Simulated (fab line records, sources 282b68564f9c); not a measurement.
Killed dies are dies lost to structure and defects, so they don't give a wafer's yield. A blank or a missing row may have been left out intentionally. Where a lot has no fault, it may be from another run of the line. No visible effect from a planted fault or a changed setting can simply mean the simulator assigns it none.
fab line records + flow rit_cmos
[record]
- lots = 15
- wafers = 45
- last_day = 6
route steps=202 shown GATE@96 M1@202
lots that met no fault: from a run of the same line without faults
start_h: hours from the record's opening day to when the first of the lot's shown wafers began + wait_h: hours from the lot's prior step to this one + " same as the row above + L1.1+2: a single row standing in for several wafers + - value missing, or start not given + * or withheld: withheld + < > ~ a bound
route shown NAME@n: a module of which the file shows steps, and the number in the route of the first + usual: average and standard deviation across the fault-free wafers + same: alike in all rows + chamber/n: place in a boat + sites: per-site readings + _std_site: standard deviation across them + _edge_site: inner sites' mean taken away from outer sites' mean + radius_mm: how far each site lies from the wafer's centre + mask NAME#n: copy n + behind: the tool/chamber that last shaped the wafer + hold: the reason the lot was held/the length of the hold in hours/how it ended + device: transistor that didn't switch, given as n, p or np + end of line: tests run on the same wafers once the route is complete + a step without rows: its recipe alone + killed: not the wafer's yield, but the dies lost to structure and defects at the first sort + map: the dies of a wafer, with x for killed, . for not killed, _ for no die there
set.NAME: the setting that was run; set.NAME@STEP: the one run at that earlier step + model.NAME: the simulator's own value behind a step, which no gauge read
one table for each step of the route and one row for each wafer, over a sample of lots
services: from which hour (start_h, from the record's first day; less than 0 if before it) a tool's chamber was out of use, for how many hours, and why
[[steps]]
[step RIT_GATE_STRIP_20]
[recipe]
- chemistry = O2
- time_s = 180
- resist = NOVOLAK
- platen_temp_c = withheld
- power_w = 500
- pressure_mtorr = 4000
- o2_flow_sccm = 4000
[usual]
- chamber_pressure_mTorr = 4000/3.8
- drypump_motor_current_A = 5.9/0.5
| lot.wafer | tool            | chamber | start_h | wait_h | chamber_pressure_mTorr | drypump_motor_current_A | rf_hours_counter_h |
|-----------|-----------------|---------|---------|--------|------------------------|-------------------------|--------------------|
| L972.2    | plasma_asher-02 | 1       | 39.41   | 0.1    | 4001                   | 5.9                     | 41                 |
| L972.4    | "               | 1       | "       | "      | 4001                   | 5.9                     | -                  |
| L972.6    | "               | 1       | "       | "      | 3996                   | 5.9                     | -                  |
| L973.2    | plasma_asher-02 | 1       | 45.43   | 0.1    | 4003                   | 5.9                     | 42                 |
| L973.3    | "               | 0       | "       | "      | 4000                   | 5.9                     | -                  |
| L973.5    | "               | 0       | "       | "      | 4002                   | 5.9                     | -                  |
| L974.1    | plasma_asher-02 | 0       | 48.84   | 0.1    | 4006                   | 5.9                     | 42                 |
| L974.3    | "               | 0       | "       | "      | 3997                   | 5.9                     | -                  |
| L974.4    | "               | 1       | "       | "      | 4004                   | 5.9                     | -                  |
| L975.2    | plasma_asher-01 | 0       | 52.86   | 0.1    | 4004                   | 4.9                     | 27                 |
| L975.4    | "               | 0       | "       | "      | 4003                   | 4.9                     | -                  |
| L975.5    | "               | 1       | "       | "      | 4006                   | 6.6                     | -                  |
| L976.1    | plasma_asher-01 | 1       | 60.45   | 0.1    | 3999                   | 6.6                     | 28                 |
| L976.3    | "               | 1       | "       | "      | 4000                   | 6.6                     | -                  |
| L976.6    | "               | 0       | "       | "      | 4003                   | 4.9                     | -                  |
| L977.2    | plasma_asher-01 | 1       | 66.00   | 0.1    | 4003                   | 6.6                     | 29                 |
| L977.3    | "               | 0       | "       | "      | 3998                   | 4.9                     | -                  |
| L977.5    | "               | 1       | "       | "      | 4001                   | 6.6                     | -                  |
| L978.1    | plasma_asher-01 | 1       | 67.76   | 0.1    | 4001                   | 6.6                     | 29                 |
| L978.2    | "               | 0       | "       | "      | 3999                   | 4.9                     | 29                 |
| L978.4    | "               | 1       | "       | "      | 3998                   | 6.6                     | -                  |
| L979.2    | plasma_asher-02 | 0       | 77.98   | 0.1    | 4001                   | 5.9                     | 45                 |
| L979.3    | "               | 1       | "       | "      | 4000                   | 5.9                     | -                  |
| L979.6    | "               | 0       | "       | "      | 3999                   | 5.9                     | -                  |
| L980.1    | plasma_asher-04 | 1       | 80.71   | 0.1    | 4003                   | 6.2                     | 43                 |
| L980.2    | "               | 0       | "       | "      | 4001                   | 5.8                     | 43                 |
| L980.3    | "               | 0       | "       | "      | 3991                   | 5.8                     | -                  |
| L981.2    | plasma_asher-02 | 0       | 88.72   | 0.1    | 3996                   | 5.9                     | 46                 |
| L981.5    | "               | 1       | "       | "      | 4000                   | 5.9                     | -                  |
| L981.6    | "               | 0       | "       | "      | 3993                   | 5.9                     | -                  |
| L982.1    | plasma_asher-01 | 1       | 94.22   | 0.1    | 3994                   | 6.6                     | 31                 |
| L982.3    | "               | 0       | "       | "      | 4000                   | 4.9                     | -                  |
| L982.5    | "               | 1       | "       | "      | 3993                   | 6.6                     | -                  |
| L983.1    | plasma_asher-02 | 0       | 97.24   | 0.1    | 3996                   | 5.8                     | 47                 |
| L983.2    | "               | 1       | "       | "      | 4004                   | 5.9                     | 47                 |
| L983.5    | "               | 1       | "       | "      | 4011                   | 5.9                     | -                  |
| L987.2    | plasma_asher-02 | 1       | 114.26  | 0.1    | -                      | -                       | -                  |
| L987.3    | "               | 0       | "       | "      | -                      | -                       | -                  |
| L987.5    | "               | 1       | "       | "      | -                      | -                       | -                  |
| L988.1    | plasma_asher-04 | 1       | 119.18  | 0.1    | -                      | -                       | -                  |
| L988.3    | "               | 1       | "       | "      | -                      | -                       | -                  |
| L988.6    | "               | 0       | "       | "      | -                      | -                       | -                  |
| L989.1    | plasma_asher-02 | 0       | 127.00  | 0.1    | -                      | -                       | -                  |
| L989.3    | "               | 1       | "       | "      | -                      | -                       | -                  |
| L989.4    | "               | 0       | "       | "      | -                      | -                       | -                  |
[step RIT_M1_PROBE_99]
[usual]
- killed_at_contacts = 0.1/0.3
- killed_at_front_end = 6.9/2.9
- killed_dies = 7.0/2.9
- killed_on_rim = 1.8/1.4
- killed_open = 3.3/2
- killed_short = 3.7/2
[same]
- gross_dies = 264
- killed_at_M0_to_M3 = 0
- killed_at_M4_up = 0
- killed_at_back_side = 0
- killed_at_other = 0
| lot.wafer | tool      | chamber | start_h | wait_h | killed_at_contacts | killed_at_front_end | killed_dies | killed_on_rim | killed_open | killed_short |
|-----------|-----------|---------|---------|--------|--------------------|---------------------|-------------|---------------|-------------|--------------|
| L987.2    | prober-01 | -       | 135.46  | 0.1    | 0                  | 264                 | 264         | 70            | 1           | 1            |
| L987.3    | prober-01 | -       | 135.51  | 0.2    | 0                  | 264                 | 264         | 70            | 1           | 6            |
| L987.5    | prober-01 | -       | 135.61  | 0.2    | 0                  | 264                 | 264         | 70            | 3           | 3            |
| L988.1    | prober-02 | -       | 139.78  | 0.1    | 0                  | 264                 | 264         | 70            | 2           | 2            |
| L988.3    | prober-02 | -       | 139.88  | 0.2    | 0                  | 264                 | 264         | 70            | 0           | 5            |
| L988.6    | prober-02 | -       | 140.03  | 0.2    | 0                  | 264                 | 264         | 70            | 1           | 2            |
| L989.1    | prober-01 | -       | 147.83  | 0.1    | 0                  | 264                 | 264         | 70            | 5           | 3            |
| L989.3    | prober-01 | -       | 147.93  | 0.2    | 0                  | 264                 | 264         | 70            | 4           | 2            |
| L989.4    | prober-01 | -       | 147.98  | 0.2    | 0                  | 264                 | 264         | 70            | 5           | 3            |
// killed by level:class
L987.2 REOX:area_oxidation=262 FOX1:geometric_particle:short=1 FOX1:geometric_particle:open=1
L987.3 REOX:area_oxidation=257 GATE:geometric_particle:short=3 FOX2:geometric_particle:short=1 GATE:geometric_particle:open=1 REOX:geometric_particle:short=1 SPACER:geometric_particle:short=1
L987.5 REOX:area_oxidation=258 SILICIDE:geometric_particle:short=2 GATE:geometric_particle:open=1 REOX:geometric_particle:open=1 REOX:geometric_particle:short=1 SILICIDE:geometric_particle:open=1
L988.1 REOX:area_oxidation=260 FOX2:geometric_particle:short=1 FOX2:geometric_particle:open=1 GATE:geometric_particle:open=1 SILICIDE:geometric_particle:short=1
L988.3 REOX:area_oxidation=259 GATE:geometric_particle:short=3 FOX1:geometric_particle:short=1 FOX2:geometric_particle:short=1
L988.6 REOX:area_oxidation=261 SPACER:geometric_particle:short=2 GATE:geometric_particle:open=1
L989.1 REOX:area_oxidation=256 GATE:geometric_particle:open=2 SPACER:geometric_particle:open=2 FOX2:geometric_particle:short=1 GATE:geometric_particle:short=1 REOX:geometric_particle:open=1 SILICIDE:geometric_particle:short=1
L989.3 REOX:area_oxidation=258 FOX1:geometric_particle:open=1 FOX2:geometric_particle:short=1 FOX2:geometric_particle:open=1 GATE:geometric_particle:short=1 REOX:geometric_particle:open=1 SILICIDE:geometric_particle:open=1
L989.4 REOX:area_oxidation=256 GATE:geometric_particle:open=2 SPACER:geometric_particle:short=2 FOX2:geometric_particle:open=1 FOX2:geometric_particle:short=1 REOX:geometric_particle:open=1 SILICIDE:geometric_particle:open=1
[[services]]
| tool            | chamber | start_h | hours | kind       |
|-----------------|---------|---------|-------|------------|
| plasma_asher-01 | -       | 29.87   | 3.1   | repair     |
| plasma_asher-04 | -       | 43.96   | 1.8   | repair     |
| plasma_asher-02 | -       | 46.64   | 0.4   | repair     |
| plasma_asher-01 | -       | 78.99   | 1.2   | repair     |
| plasma_asher-04 | -       | 100.62  | 2.8   | pm         |
| plasma_asher-01 | -       | 101.44  | 14.6  | pm         |
| plasma_asher-02 | -       | 103.31  | 2.4   | repair     |
| plasma_asher-04 | -       | 108.75  | 9.0   | pm         |
| plasma_asher-04 | 0       | 108.75  | 9.0   | vent_cycle |
| plasma_asher-04 | 1       | 108.75  | 9.0   | vent_cycle |
| plasma_asher-04 | 0       | 117.75  | -     | clean      |
| plasma_asher-04 | 1       | 117.75  | -     | clean      |
| plasma_asher-04 | -       | 126.64  | 2.2   | repair     |
[[key]]
[first_sign]
- step = RIT_GATE_STRIP_20
- reading = tool_record
- direction = missing
[effect]
- step = RIT_M1_PROBE_99
- reading = killed_at_front_end
- direction = up
- sigmas = 89
- usual = 6.9
- struck = 264
[more_kills_born_at]
- RIT_REOX_OXIDATION_03@furnace-01 = 1550
- RIT_REOX_OXIDATION_03@furnace-04 = 777
met_at RIT_GATE_STRIP_20
struck_lots L987,L988,L989
later_rows_left_out L987.2,L987.3,L987.5,L988.1,L988.3,L988.6,L989.1,L989.3,L989.4
tester_left_out L987,L988,L989
onset_between 97.24 114.26
[fault]
- kind = skipped_step_whole
- tool = plasma_asher-02,plasma_asher-04
- chamber = -
- onset_h = 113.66
- steps = RIT_GATE_STRIP_20
- scope = struck_lots_only
// tester_left_out: of these lots the tester's yield and bins aren't shown, on N5 and GAA mostly nor the transistor test; their killed dies are dies lost to structure and defects alone, not to doping, threshold or leakage, so they don't give the yield
// later_rows_left_out: the simulator's readings of these wafers behind a module that went badly wrong aren't trusted and aren't shown, but for the sort
